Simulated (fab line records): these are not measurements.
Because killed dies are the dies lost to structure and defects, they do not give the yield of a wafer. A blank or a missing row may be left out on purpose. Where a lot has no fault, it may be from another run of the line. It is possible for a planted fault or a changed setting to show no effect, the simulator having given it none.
A struck lot beside a sound one || flow rit_cmos || 14 out of 202 route steps
Sound: these wafers, L716.3, L716.5, L716.6. Struck: wafers L703.1, L703.4, L703.5. The cause is named last.
At each step with rows: each side's tool, then ch and its chambers, then its first start. Under that, the readings that differ: sound wafers || struck wafers || difference of the means || sigmas: that difference in standard deviations of wafers without a fault.
alike: readings whose means differ by less than 2 such deviations, and words and numbers that are the same on both sides. not compared: withheld readings, readings that some wafer has no value for, bounds like >300 that may hide the same value, and numbers for which the record gives no deviation and whose values overlap.
Wherever a step has rows on one side only, a row that says differs or no value, or a row with sigmas, the two part there. Non-overlapping numbers with no deviation appear without sigmas and do not part them. A reading that every wafer of one side lacks parts them only if that side has two wafers or more.

first, 1 step without rows for these wafers: RIT_PWELL_DEVELOP_05 (develop time 68 s).
RIT_PWELL_OVL_MEAS_06:
  struck on overlay-01, day 3 11:26; sound on overlay-01, day 6 04:35
  alike: PWELL_OVL
then, 2 steps without rows for these wafers: RIT_PWELL_HARDBAKE_07 (time 120 s); RIT_PWELL_IMPLANT_08.
RIT_PWELL_STRIP_09: strips in O2, time 180 s.
  sound on plasma_asher-03 ch 0,1, day 6 05:04; struck on plasma_asher-03 ch 0,1, day 3 11:52
  alike: drypump_motor_current_A
  not compared: rf_hours_counter_h
RIT_PWELL_TW_MEAS_10:
  struck on film_metro-02, day 3 12:02; sound on film_metro-01, day 6 05:12
  alike: PWELL_TW
then, 1 step without rows for these wafers: RIT_WELLDRIVE_ANNEAL_00 (time 14700 s).
RIT_WELLDRIVE_RS_MEAS_01: the measuring method here is four-point-probe.
  struck on film_metro-02, day 3 20:06; sound on film_metro-02, day 6 10:29
  alike: NWELL_RS
RIT_WELLDRIVE_RS_MEAS_02: the measuring method here is four-point-probe.
  struck on film_metro-02, day 3 20:13; sound on film_metro-02, day 6 10:36
  alike: PWELL_RS
then, 3 steps without rows for these wafers: RIT_NRETRO_HMDS_00 (prime time 60 s); RIT_NRETRO_COAT_01 (resist thk 1300 nm); RIT_NRETRO_SOFTBAKE_02 (time 60 s).
RIT_NRETRO_EXPOSE_03: exposes mask M4, target cd 43900 nm.
  sound on iline_stepper-02 ch 0, day 6 11:18; struck on iline_stepper-02, day 3 20:47
  no value came back on the struck wafers for exposure_dose_mJ_cm2, focus_offset_nm (nm); on the sound wafers exposure_dose_mJ_cm2 reads 249.68 250.38 250.20
  alike: mask
after that, 1 step had no rows for these wafers: RIT_NRETRO_PEB_04.

== WHERE THEY PART ==
At RIT_NRETRO_EXPOSE_03 and nowhere else, as far as this record goes.

WHY: whatever the simulator had introduced
At RIT_NRETRO_EXPOSE_03, the step was skipped entirely on iline_stepper-02 from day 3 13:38 on. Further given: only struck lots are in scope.
